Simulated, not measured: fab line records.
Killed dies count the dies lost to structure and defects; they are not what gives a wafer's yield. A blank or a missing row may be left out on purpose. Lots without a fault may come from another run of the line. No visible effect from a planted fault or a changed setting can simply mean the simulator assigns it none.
Split-lot study :: flow berkeley_cmos170 :: route with 331 steps; 5 lots, 23 wafers read

THE SPLIT ITSELF
At UCB170_M1_PEB_07, the setting peb_temp_c was moved away from the recipe's 130 C on 7 of the 23 wafers read, by -2.9% to +0.9%. For the rest of the wafers, this setting stayed at what the recipe calls for.

FROM THE SPLIT TO THE READING: what the file shows between them, 5 steps
- UCB170_M1_DEVELOP_08: develop time 45 s
- UCB170_M1_CD_MEAS_09: target cd 700 nm
- UCB170_M1_ETCH_11: etches BARC in N2/H2
- UCB170_M1_METAL_ETCH_12: etches Al in Cl2/BCl3, stops on PSG, target depth 780 nm, time 130 s (also split here: icp_w)
- UCB170_M1_STRIP_13: strips in O2

THE READING
Shown in nm: cd_nm at UCB170_M1_CD_MEAS_90, with target cd 700 nm. Typical for fault-free wafers on this fab line: 701.9 nm, with standard deviation 2.3 nm.

wafer: L075.1
tool, chamber at the split: litho_track-02, 0
peb_temp_c as run, C: 130
against the recipe: recipe
cd_nm, nm: 704.8
against lot-mates on the recipe: -

wafer: L075.3
tool, chamber at the split: litho_track-02, 0
peb_temp_c as run, C: 130
against the recipe: recipe
cd_nm, nm: 705.4
against lot-mates on the recipe: -

wafer: L075.4
tool, chamber at the split: litho_track-02, 0
peb_temp_c as run, C: 130
against the recipe: recipe
cd_nm, nm: 703.0
against lot-mates on the recipe: -

wafer: L075.5
tool, chamber at the split: litho_track-02, 0
peb_temp_c as run, C: 130
against the recipe: recipe
cd_nm, nm: 702.0
against lot-mates on the recipe: -

wafer: L075.6
tool, chamber at the split: litho_track-02, 0
peb_temp_c as run, C: 130
against the recipe: recipe
cd_nm, nm: 700.9
against lot-mates on the recipe: -

wafer: L078.4
tool, chamber at the split: litho_track-04, 0
peb_temp_c as run, C: 130
against the recipe: recipe
cd_nm, nm: 702.1
against lot-mates on the recipe: -

wafer: L078.5
tool, chamber at the split: litho_track-04, 0
peb_temp_c as run, C: 130
against the recipe: recipe
cd_nm, nm: 703.1
against lot-mates on the recipe: -

wafer: L078.6
tool, chamber at the split: litho_track-04, 0
peb_temp_c as run, C: 130
against the recipe: recipe
cd_nm, nm: 703.2
against lot-mates on the recipe: -

wafer: L079.1
tool, chamber at the split: litho_track-01, 0
peb_temp_c as run, C: 126.2
against the recipe: -2.9%
cd_nm, nm: 731.8
against lot-mates on the recipe: +29.5

wafer: L079.3
tool, chamber at the split: litho_track-01, 0
peb_temp_c as run, C: 126.2
against the recipe: -2.9%
cd_nm, nm: 729.6
against lot-mates on the recipe: +27.3

wafer: L079.4
tool, chamber at the split: litho_track-01, 0
peb_temp_c as run, C: 130
against the recipe: recipe
cd_nm, nm: 704.3
against lot-mates on the recipe: -

wafer: L079.5
tool, chamber at the split: litho_track-01, 0
peb_temp_c as run, C: 126.2
against the recipe: -2.9%
cd_nm, nm: 729.1
against lot-mates on the recipe: +26.8

wafer: L079.6
tool, chamber at the split: litho_track-01, 0
peb_temp_c as run, C: 130
against the recipe: recipe
cd_nm, nm: 700.3
against lot-mates on the recipe: -

wafer: L080.1
tool, chamber at the split: litho_track-01, 0
peb_temp_c as run, C: 131.2
against the recipe: +0.9%
cd_nm, nm: 697.7
against lot-mates on the recipe: -6.4

wafer: L080.2
tool, chamber at the split: litho_track-01, 0
peb_temp_c as run, C: 130
against the recipe: recipe
cd_nm, nm: 703.0
against lot-mates on the recipe: -

wafer: L080.3
tool, chamber at the split: litho_track-01, 0
peb_temp_c as run, C: 130
against the recipe: recipe
cd_nm, nm: 701.2
against lot-mates on the recipe: -

wafer: L080.4
tool, chamber at the split: litho_track-01, 0
peb_temp_c as run, C: 130
against the recipe: recipe
cd_nm, nm: 708.1
against lot-mates on the recipe: -

wafer: L080.6
tool, chamber at the split: litho_track-01, 0
peb_temp_c as run, C: 131.2
against the recipe: +0.9%
cd_nm, nm: 698.8
against lot-mates on the recipe: -5.3

wafer: L083.1
tool, chamber at the split: litho_track-01, 0
peb_temp_c as run, C: 130
against the recipe: recipe
cd_nm, nm: 701.6
against lot-mates on the recipe: -

wafer: L083.2
tool, chamber at the split: litho_track-01, 0
peb_temp_c as run, C: 130
against the recipe: recipe
cd_nm, nm: 701.8
against lot-mates on the recipe: -

wafer: L083.3
tool, chamber at the split: litho_track-01, 0
peb_temp_c as run, C: 130
against the recipe: recipe
cd_nm, nm: 698.6
against lot-mates on the recipe: -

wafer: L083.4
tool, chamber at the split: litho_track-01, 0
peb_temp_c as run, C: 128.3
against the recipe: -1.3%
cd_nm, nm: 709.2
against lot-mates on the recipe: +8.5

wafer: L083.5
tool, chamber at the split: litho_track-01, 0
peb_temp_c as run, C: 128.3
against the recipe: -1.3%
cd_nm, nm: 712.4
against lot-mates on the recipe: +11.7

THE FIT
A straight line over all 23 wafers: cd_nm changes by -8.69 nm for each +1% of peb_temp_c; r = -0.97; the points scatter about the line by 2.6 nm.
The same after taking each lot's own level away (the mean of its wafers on the recipe; 23 wafers): -9.08 nm for each +1%; r = -0.98; scatter 2 nm.
That fit puts the effect of the largest move of peb_temp_c on the reading at 27 nm.
Measured against the standard deviation above, the lots' own levels, which go from 700.67 to 704.10 nm, span 1.5 times it.
Hence the lot-to-lot level has little effect on the slope; both slopes agree.
Check: with one of the wafers moved furthest among these (-2.9%) left out of the fit, the line predicts +25.7 nm for it against its lot-mates. It came out at +29.5 nm against them.

OTHER SPLITS APPLIED TO THESE WAFERS
These wafers also went through other splits before the reading. Each is held against what the fit with the lots' levels taken away leaves over:
other split on the same wafers: UCB170_SILICIDE_SPUTTER_01 power_w
wafers away from the commonest value: 4
r with cd_nm (lot level and that fit taken away): +0.18

other split on the same wafers: UCB170_M1_SPUTTER_00 power_w
wafers away from the commonest value: 7
r with cd_nm (lot level and that fit taken away): +0.01

other split on the same wafers: UCB170_M1_METAL_ETCH_12 icp_w
wafers away from the commonest value: 7
r with cd_nm (lot level and that fit taken away): -0.74

THE WHOLE CHAIN: every reading that the file lists as answering this split, in the file's order
step: UCB170_M1_CD_MEAS_09
what it does: target cd 700 nm
reading: cd_nm
change (the file's fit): -9.33 nm for each +1% of the setting
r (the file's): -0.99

step: UCB170_M1_ETCH_11
what it does: etches BARC in N2/H2
reading: M1.cd_nm (the simulator's own value, which no gauge read)
change (the file's fit): -9.33 nm for each +1% of the setting
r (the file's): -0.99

step: UCB170_M1_METAL_ETCH_12
what it does: etches Al in Cl2/BCl3, stops on PSG, target depth 780 nm, time 130 s
reading: M1.cd_nm (the simulator's own value, which no gauge read)
change (the file's fit): -8.97 nm for each +1% of the setting
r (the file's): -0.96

step: UCB170_M1_CD_MEAS_90
what it does: target cd 700 nm
reading: cd_nm
change (the file's fit): -9.03 nm for each +1% of the setting
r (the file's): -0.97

FILE'S OWN FIT
cd_nm changes by -9.03 nm for each +1% of peb_temp_c, r = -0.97.
